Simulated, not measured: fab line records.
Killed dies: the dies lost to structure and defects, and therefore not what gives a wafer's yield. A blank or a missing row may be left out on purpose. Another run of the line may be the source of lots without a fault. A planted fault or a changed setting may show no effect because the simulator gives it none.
fab line records ; flow ritCmos
record lots=13; wafers=39; lastDay=7
route steps=202 shown NRETRO@56 PRETRO@74 M1@202
lots that met no fault: taken from a fault-free run of the same line
startH: the number of hours between the record's first day and the start of the first shown wafer of the lot ; waitH: time in hours since the lot's previous step ; " same as the row above ; L1.1+2: a single row standing in for several wafers ; - either no value or no given start ; * or withheld: withheld ; < > ~ a bound
route shown NAME@n: names a module that has steps shown in the file, with the first one's number in the route ; usual: mean/standard deviation of fault-free wafers ; same: alike in all rows ; chamber/n: place in a boat ; sites: each site's reading ; _std_site: the standard deviation of these ; _edge_site: mean of outer sites minus mean of inner sites ; radiusMm: for every site, how far away it sits from the centre of the wafer ; mask NAME#n: copy n ; behind: tool/chamber where the wafer was last shaped ; hold: why the lot went on hold/how many hours it stayed there/how the hold came to an end ; device: the transistor (n, p or np) that didn't switch ; end of line: at the end of the route, the tests of the same wafers ; a step given without rows: its recipe and nothing more ; killed: the dies lost at the first sort to structure and to defects; this is not the yield of the wafer ; map: a wafer's dies, x killed, . not, _ none there
set.NAME: the run value of the setting; set.NAME@STEP: its run value at that earlier step ; model.NAME: the simulator's own value behind a step, which no gauge read
route steps across a sampled set of lots; one table per step, one row per wafer
services: when a tool's chamber went out of use (startH, in hours from the record's first day, below 0 if earlier), for how many hours, and the reason
## steps
# step RIT_NRETRO_EXPOSE_03
# recipe maskId=M4; na=0.57; targetCdNm=43900; doseMj=250
lot.wafer;tool;chamber;startH;waitH;mask
L193.3+5+6;ilineStepper-02;0;30.29;0.2;M4#0
L194.1+2+6;ilineStepper-01;0;36.32;0.2;M4#0
L195.1+2+3;ilineStepper-01;0;40.51;0.1;M4#0
L196.1+4+5;ilineStepper-02;0;45.71;0.2;M4#0
L198.2+3+4;ilineStepper-01;0;57.25;0.1;M4#0
L199.1+2+3;ilineStepper-01;0;62.61;0.2;M4#0
L200.1+3+4;ilineStepper-02;0;64.98;0.2;M4#0
L201.1+2+4;ilineStepper-02;0;69.99;0.1;M5#0
L205.2+3+5;ilineStepper-01;0;93.50;0.1;M4#0
L208.1+5+6;ilineStepper-02;0;107.71;0.2;M4#0
L213.2+4+6;ilineStepper-02;0;130.53;0.2;M4#0
L215.2+4+6;ilineStepper-02;0;142.05;0.2;M4#0
L216.2+4+5;ilineStepper-02;0;147.85;0.1;M4#0
# step RIT_NRETRO_OVL_MEAS_06
# usual NRETRO_OVL=0.1/1.7
lot.wafer;tool;chamber;startH;waitH;NRETRO_OVL[nm]
L193.3;overlay-01;-;30.69;-;-0.9
L193.5;overlay-01;-;30.69;-;-1.8
L193.6;overlay-01;-;30.69;-;0.3
L194.1;overlay-01;-;36.75;-;0.8
L194.2;overlay-01;-;36.75;-;-0.6
L194.6;overlay-01;-;36.75;-;0.8
L195.1;overlay-02;-;40.94;-;0.9
L195.2;overlay-02;-;40.94;-;-0.2
L195.3;overlay-02;-;40.94;-;1.8
L196.1;overlay-01;-;46.14;-;-0.2
L196.4;overlay-01;-;46.14;-;-1.0
L196.5;overlay-01;-;46.14;-;-1.1
L198.2;overlay-02;-;57.66;-;-2.5
L198.3;overlay-02;-;57.66;-;-0.8
L198.4;overlay-02;-;57.66;-;0.8
L199.1;overlay-02;-;63.04;-;-1.9
L199.2;overlay-02;-;63.04;-;-0.8
L199.3;overlay-02;-;63.04;-;-3.5
L200.1;overlay-01;-;65.41;-;-0.5
L200.3;overlay-01;-;65.41;-;-2.2
L200.4;overlay-01;-;65.41;-;-2.3
L201.1;overlay-01;-;70.42;-;-
L201.2;overlay-01;-;70.42;-;-
L201.4;overlay-01;-;70.42;-;-
L205.2;overlay-02;-;93.91;-;-0.4
L205.3;overlay-02;-;93.91;-;-3.4
L205.5;overlay-02;-;93.91;-;-2.5
L208.1;overlay-01;-;108.14;-;0.6
L208.5;overlay-01;-;108.14;-;1.8
L208.6;overlay-01;-;108.14;-;0.1
L213.2;overlay-02;-;130.94;-;-2.8
L213.4;overlay-02;-;130.94;-;-0.6
L213.6;overlay-02;-;130.94;-;-0.4
L215.2;overlay-02;-;142.64;-;1.3
L215.4;overlay-02;-;142.64;-;2.1
L215.6;overlay-02;-;142.64;-;0.8
L216.2;overlay-01;-;148.26;-;-2.2
L216.4;overlay-01;-;148.26;-;-1.5
L216.5;overlay-01;-;148.26;-;-1.5
# step RIT_NRETRO_TW_MEAS_10
# usual NRETRO_TW=1067/5.9
lot.wafer;tool;chamber;startH;waitH;NRETRO_TW
L193.3;filmMetro-03;-;31.44;0.1;1066
L193.5;filmMetro-03;-;31.44;0.1;1071
L193.6;filmMetro-03;-;31.44;0.1;1071
L194.1;filmMetro-02;-;37.36;0.1;1066
L194.2;filmMetro-02;-;37.36;0.1;1068
L194.6;filmMetro-02;-;37.36;0.1;1059
L195.1;filmMetro-03;-;41.55;0.1;1063
L195.2;filmMetro-03;-;41.55;0.1;1061
L195.3;filmMetro-03;-;41.55;0.1;1070
L196.1;filmMetro-02;-;46.75;0.1;1064
L196.4;filmMetro-02;-;46.75;0.1;1068
L196.5;filmMetro-02;-;46.75;0.1;1064
L198.2;filmMetro-04;-;58.28;0.1;1066
L198.3;filmMetro-04;-;58.28;0.1;1066
L198.4;filmMetro-04;-;58.28;0.1;1065
L199.1;filmMetro-03;-;63.65;0.1;1064
L199.2;filmMetro-03;-;63.65;0.1;1062
L199.3;filmMetro-03;-;63.65;0.1;1058
L200.1;filmMetro-02;-;66.02;0.1;1065
L200.3;filmMetro-02;-;66.02;0.1;1063
L200.4;filmMetro-02;-;66.02;0.1;1062
L201.1;filmMetro-02;-;71.20;0.1;30
L201.2;filmMetro-02;-;71.20;0.1;30
L201.4;filmMetro-02;-;71.20;0.1;30
L205.2;filmMetro-03;-;94.53;0.1;1062
L205.3;filmMetro-03;-;94.53;0.1;1059
L205.5;filmMetro-03;-;94.53;0.1;1065
L208.1;filmMetro-02;-;108.75;0.1;1069
L208.5;filmMetro-02;-;108.75;0.1;1072
L208.6;filmMetro-02;-;108.75;0.1;1074
L213.2;filmMetro-04;-;131.56;0.1;1080
L213.4;filmMetro-04;-;131.56;0.1;1079
L213.6;filmMetro-04;-;131.56;0.1;1075
L215.2;filmMetro-02;-;143.25;0.1;1072
L215.4;filmMetro-02;-;143.25;0.1;1075
L215.6;filmMetro-02;-;143.25;0.1;1079
L216.2;filmMetro-03;-;148.88;0.1;1062
L216.4;filmMetro-03;-;148.88;0.1;1062
L216.5;filmMetro-03;-;148.88;0.1;1064
# step RIT_PRETRO_TW_MEAS_10
# usual PRETRO_TW=482/4.1
lot.wafer;tool;chamber;startH;waitH;PRETRO_TW
L193.3;filmMetro-03;-;33.12;0.1;486
L193.5;filmMetro-03;-;33.12;0.1;484
L193.6;filmMetro-03;-;33.12;0.1;481
L194.1;filmMetro-03;-;38.91;0.1;484
L194.2;filmMetro-03;-;38.91;0.1;486
L194.6;filmMetro-03;-;38.91;0.1;483
L195.1;filmMetro-02;-;43.10;0.1;484
L195.2;filmMetro-02;-;43.10;0.1;483
L195.3;filmMetro-02;-;43.10;0.1;480
L196.1;filmMetro-01;-;48.31;0.1;475
L196.4;filmMetro-01;-;48.31;0.1;474
L196.5;filmMetro-01;-;48.31;0.1;476
L198.2;filmMetro-02;-;59.83;0.1;486
L198.3;filmMetro-02;-;59.83;0.1;483
L198.4;filmMetro-02;-;59.83;0.1;483
L199.1;filmMetro-01;-;65.40;0.1;476
L199.2;filmMetro-01;-;65.40;0.1;475
L199.3;filmMetro-01;-;65.40;0.1;474
L200.1;filmMetro-01;-;67.67;0.1;477
L200.3;filmMetro-01;-;67.67;0.1;474
L200.4;filmMetro-01;-;67.67;0.1;473
L201.1;filmMetro-02;-;72.91;0.1;1095
L201.2;filmMetro-02;-;72.91;0.1;1093
L201.4;filmMetro-02;-;72.91;0.1;1093
L205.2;filmMetro-02;-;96.20;0.1;484
L205.3;filmMetro-02;-;96.20;0.1;484
L205.5;filmMetro-02;-;96.20;0.1;486
L208.1;filmMetro-02;-;110.42;0.1;480
L208.5;filmMetro-02;-;110.42;0.1;485
L208.6;filmMetro-02;-;110.42;0.1;483
L213.2;filmMetro-01;-;133.45;0.1;476
L213.4;filmMetro-01;-;133.45;0.1;478
L213.6;filmMetro-01;-;133.45;0.1;478
L215.2;filmMetro-02;-;144.80;0.1;484
L215.4;filmMetro-02;-;144.80;0.1;487
L215.6;filmMetro-02;-;144.80;0.1;487
L216.2;filmMetro-03;-;150.43;0.1;481
L216.4;filmMetro-03;-;150.43;0.1;484
L216.5;filmMetro-03;-;150.43;0.1;480
# step RIT_M1_PROBE_99
# usual killedAtContacts=0.0/0.22; killedAtFrontEnd=7/3.3; killedDies=7/3.3; killedOnRim=1.9/1.4; killedOpen=3.3/1.9; killedShort=3.6/2.1
# same grossDies=264; killed_at_M0_to_M3=0; killed_at_M4_up=0; killedAtBackSide=0; killedAtOther=0
lot.wafer;tool;chamber;startH;waitH;killedAtContacts;killedAtFrontEnd;killedDies;killedOnRim;killedOpen;killedShort
L201.1;prober-01;-;102.91;0.1;0;264;264;70;3;3
L201.2;prober-01;-;102.96;0.1;0;264;264;70;3;0
L201.4;prober-01;-;103.06;0.2;0;264;264;70;4;1
# killed by level:class
L201.1 NRETRO:areaExpose=258 FOX1:geometricParticle:short=2 FOX1:geometricParticle:open=2 GATE:geometricParticle:short=1 REOX:geometricParticle:open=1
L201.2 NRETRO:areaExpose=261 GATE:geometricParticle:open=2 SILICIDE:geometricParticle:open=1
L201.4 NRETRO:areaExpose=259 GATE:geometricParticle:open=2 SILICIDE:geometricParticle:open=2 FOX1:geometricParticle:short=1
## services
tool;chamber;startH;hours;kind
ilineStepper-02;-;46.59;15.0;repair
ilineStepper-02;-;61.61;1.7;pm
ilineStepper-01;-;130.23;28.9;pm
## key
firstSign step=RIT_NRETRO_EXPOSE_03; reading=mask; direction=changed
effect step=RIT_NRETRO_OVL_MEAS_06; reading=NRETRO_OVL; direction=missing
effect step=RIT_NRETRO_TW_MEAS_10; reading=NRETRO_TW; direction=down; sigmas=99+; usual=1067; struck=30
effect step=RIT_PRETRO_TW_MEAS_10; reading=PRETRO_TW; direction=up; sigmas=99+; usual=482; struck=1093
effect step=RIT_M1_PROBE_99; reading=killedAtFrontEnd; direction=up; sigmas=79; usual=7; struck=264
moreKillsBornAt RIT_NRETRO_EXPOSE_03@ilineStepper-02=778
metAt RIT_NRETRO_EXPOSE_03
struckLots L201
testerLeftOut L201
onsetBetween 64.98 69.99
fault kind=wrongMask; tool=any; chamber=-; onsetH=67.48; steps=RIT_NRETRO_EXPOSE_03; auxCopy=M5#0; scope=struckLotsOnly
# testerLeftOut: of these lots the tester's yield and bins aren't shown, on N5 and GAA mostly nor the transistor test; their killed dies are dies lost to structure and defects alone, not to doping, threshold or leakage, so they don't give the yield
